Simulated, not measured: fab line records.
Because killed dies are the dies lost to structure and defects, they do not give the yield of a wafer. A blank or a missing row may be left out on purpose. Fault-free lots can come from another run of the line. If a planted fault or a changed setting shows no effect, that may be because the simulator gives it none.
2 desks looking at one fault | flow ritCmos | each desk has only its own numbers; what lay behind them comes last

== TOOL OWNER'S DESK, furnace-04 ==
The tool's own readings at RIT_REOX_OXIDATION_03 (target thk 25.2 nm, ox time 5580 s): means of the sampled wafers that have a number, for each lot that ran on this tool. A lot is out of limits, marked OUT, if its mean lies more than 4 standard deviations from the usual mean; the brackets give that distance.
Columns: A = spikeTcCentreC at RIT_REOX_OXIDATION_03, usual 903.3 C; B = spikeTcLoadC at RIT_REOX_OXIDATION_03, usual 926.1 C; C = spikeTcSourceC at RIT_REOX_OXIDATION_03, usual 922.6 C; D = tubeCenterTempC at RIT_REOX_OXIDATION_03, usual 900 C; E = tube_center_temp_C_max at RIT_REOX_OXIDATION_03, usual 902.3
lot  | first seen here | A               | B               | C                | D                     | E
L316 | day 3 17:31     | 904.2           | 927.4           | 922.9            | 900                   | 902.2
L330 | day 6 20:53     | 919.9 (+11) OUT | 941.9 (+11) OUT | 937.5 (+9.9) OUT | 915 (+99 or more) OUT | 917.1 (+37) OUT
L331 | day 7 00:46     | 918.7 (+10) OUT | 941.0 (+11) OUT | 936.8 (+9.4) OUT | 915 (+99 or more) OUT | 917.4 (+38) OUT
Finding of this desk: L330, L331 out of limits; the first was L330 at day 6 20:53, on spikeTcCentreC at RIT_REOX_OXIDATION_03. L316 stayed within limits.

== THE METROLOGY DESK ==
Means of the sampled wafers that have a number, per lot and without regard to the tool the lot ran on: this is what the gauges read. A lot is out of limits, marked OUT, if its mean lies more than 4 standard deviations from the usual mean; the brackets give that distance.
Columns: A = REOX_OXIDE_THK at RIT_REOX_THK_MEAS_04, usual 25.3 nm
lot  | first seen here | A
L311 | day 2 19:16     | 25.6
L312 | day 2 23:19     | 24.6
L313 | day 3 06:51     | 25.2
L314 | day 3 12:02     | 25.5
L315 | day 3 18:11     | 25.6
L316 | day 3 20:04     | 25.7
L317 | day 4 03:31     | 25.3
L318 | day 4 08:43     | 25.5
L319 | day 4 11:16     | 25.0
L330 | day 6 23:26     | 29.7 (+10) OUT
L331 | day 7 03:19     | 30.1 (+11) OUT
L332 | day 7 07:12     | 25.3
L333 | day 7 13:00     | 25.9
This desk finds L330, L331 out of limits, with the earliest case on L330 at day 6 23:26 (REOX_OXIDE_THK at RIT_REOX_THK_MEAS_04). L311, L312, L313, L314, L315, L316, L317, L318, L319, L332, L333 stayed within limits.

== PUT TOGETHER ==
An alarm could have come from the tool owner's desk at day 6 20:53, on L330, L331.
On L330, L331, the metrology desk was in a position to raise an alarm at day 6 23:26.
The lots listed all ran RIT_REOX_OXIDATION_03 on furnace-04.

== WHAT HAD BEEN PUT IN BY THE SIMULATOR ==
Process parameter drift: furnace-04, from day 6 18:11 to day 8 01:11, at RIT_REOX_OXIDATION_03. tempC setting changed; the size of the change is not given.
Lots struck among those shown: L330, L331.
Delay (hours) between the fault's onset and each desk's first out-of-limits reading: 3 at the tool owner's desk, 5 at the metrology desk.
